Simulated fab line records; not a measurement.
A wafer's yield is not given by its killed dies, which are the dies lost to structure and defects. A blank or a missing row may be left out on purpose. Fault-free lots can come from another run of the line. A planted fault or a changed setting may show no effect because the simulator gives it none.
fab line records | flow ritCmos
record: lots: 9 | wafers: 27 | lastDay: 4
route steps=202 shown PSD@150
lots untouched by any fault: they come from a run of this same line in which no faults occurred
startH: start of the lot's first displayed wafer, in hours after the record's first day | waitH: hours since the lot's step before | " repeats the value in the row above | L1.1+2: one row covering several wafers at once | - no value, or no start was given | * or withheld: withheld | < > ~ a bound
route shown NAME@n: NAME is a module with steps in the file, n the number in the route of the first one | usual: mean/standard deviation of fault-free wafers | same: alike in all rows | chamber/n: place in a boat | sites: readings site by site | _std_site: standard deviation across them | _edge_site: inner sites' mean taken away from outer sites' mean | radiusMm: how far each site lies from the wafer's centre | mask NAME#n: copy n | behind: tool/chamber where the wafer was last shaped | hold: what put the lot on hold/how long, in hours/how the hold closed | device: whichever transistor did not switch (one of n, p or np) | end of line: the route-end tests of the same wafers | step lacking rows: just its recipe | killed: at the first sort, the dies lost to defects and structure; wafer yield is something else | map: the dies of a wafer, with x for killed, . for not killed, _ for no die there
set.NAME: setting as actually run; set.NAME@STEP: the setting as run at that earlier step | model.NAME: the simulator's own value behind a step, which no gauge read
one table for each step of the route and one row for each wafer, over a sample of lots
== steps ==
step: RIT_PSD_IMPLANT_08
recipe: species: BF2 | energyKev: 27 | doseCm2: 5e+15 | tiltDeg: 7
usual: implantIonAmu: 49/0
lot.wafer | tool         | chamber | startH | waitH | implantIonAmu
L706.1    | implanter-01 | 0       | 49.24  | 0.1   | 49
L706.4    | "            | 0       | "      | "     | 49
L706.5    | "            | 0       | "      | "     | 49
L707.1    | implanter-03 | 0       | 53.45  | 0.1   | 49
L707.2    | "            | 0       | "      | "     | 49
L707.4    | "            | 0       | "      | "     | 49
L708.2    | implanter-03 | 0       | 59.44  | 0.1   | 49
L708.4    | "            | 0       | "      | "     | 49
L708.5    | "            | 0       | "      | "     | 49
L709.1    | implanter-02 | 0       | 66.02  | 0.1   | 49
L709.3    | "            | 0       | "      | "     | 49
L709.5    | "            | 0       | "      | "     | 49
L710.1    | implanter-01 | 0       | 69.88  | 0.1   | 49
L710.2    | "            | 0       | "      | "     | 49
L710.3    | "            | 0       | "      | "     | 49
L711.1    | implanter-02 | 0       | 74.51  | 0.1   | 75
L711.3    | "            | 0       | "      | "     | 75
L711.5    | "            | 0       | "      | "     | 75
L712.4    | implanter-01 | 0       | 79.25  | 0.1   | 75
L712.5    | "            | 0       | "      | "     | 75
L712.6    | "            | 0       | "      | "     | 75
L713.1    | implanter-01 | 0       | 86.41  | 0.1   | 75
L713.2    | "            | 0       | "      | "     | 75
L713.5    | "            | 0       | "      | "     | 75
L714.3    | implanter-03 | 0       | 95.22  | 0.1   | 75
L714.4    | "            | 0       | "      | "     | 75
L714.6    | "            | 0       | "      | "     | 75
step: RIT_SDANNEAL_RS_MEAS_04
recipe: thkMeasGauge: four-point-probe
usual: PSD_RS: 115.90/0.26
lot.wafer | tool         | chamber | startH | waitH | PSD_RS[ohm/sq]
L706.1    | filmMetro-03 | -       | 50.05  | 0.0   | 115.88
L706.4    | "            | -       | "      | "     | 115.81
L706.5    | "            | -       | "      | "     | 116.16
L707.1    | filmMetro-03 | -       | 54.26  | 0.0   | 115.97
L707.2    | "            | -       | "      | "     | 115.77
L707.4    | "            | -       | "      | "     | 115.57
L708.2    | filmMetro-04 | -       | 60.27  | 0.1   | 115.83
L708.4    | "            | -       | "      | "     | 116.11
L708.5    | "            | -       | "      | "     | 116.17
L709.1    | filmMetro-04 | -       | 66.85  | 0.0   | 115.87
L709.3    | "            | -       | "      | "     | 115.77
L709.5    | "            | -       | "      | "     | 115.97
L710.1    | filmMetro-04 | -       | 70.72  | 0.0   | 116.39
L710.2    | "            | -       | "      | "     | 116.48
L710.3    | "            | -       | "      | "     | 115.99
L711.1    | filmMetro-01 | -       | 75.35  | 0.0   | 50.45
L711.3    | "            | -       | "      | "     | 50.42
L711.5    | "            | -       | "      | "     | 50.40
L712.4    | filmMetro-01 | -       | 80.04  | 0.1   | 50.44
L712.5    | "            | -       | "      | "     | 50.50
L712.6    | "            | -       | "      | "     | 50.52
L713.1    | filmMetro-03 | -       | 87.22  | 0.0   | 50.71
L713.2    | "            | -       | "      | "     | 50.77
L713.5    | "            | -       | "      | "     | 50.60
L714.3    | filmMetro-01 | -       | 96.02  | 0.1   | 50.41
L714.4    | "            | -       | "      | "     | 50.39
L714.6    | "            | -       | "      | "     | 50.43
== key ==
firstSign: step: RIT_PSD_IMPLANT_08 | reading: implantIonAmu | direction: up | sigmas: 99+ | usual: 49 | struck: 75
effect: step: RIT_SDANNEAL_RS_MEAS_04 | reading: PSD_RS | direction: down | sigmas: 99+ | usual: 115.90 | struck: 50.50
metAt RIT_PSD_IMPLANT_08
struckLots L711,L712,L713,L714
sortLeftOut L711.1,L711.3,L711.5,L712.4,L712.5,L712.6,L713.1,L713.2,L713.5,L714.3,L714.4,L714.6
testerLeftOut L711,L712,L713,L714
onsetBetween 69.88 74.51
fault: kind: wrongRecipeDownload | tool: implanter-01,implanter-02,implanter-03 | chamber: - | onsetH: 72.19 | steps: RIT_PSD_IMPLANT_08 | wrongRecipe.notListed: 1
testerLeftOut: of these lots the tester's yield and bins aren't shown, on N5 and GAA mostly nor the transistor test; their killed dies are dies lost to structure and defects alone, not to doping, threshold or leakage, so they don't give the yield
sortLeftOut: the simulated sort isn't trusted on such a fault, so these wafers' sort isn't shown, and their yield isn't known
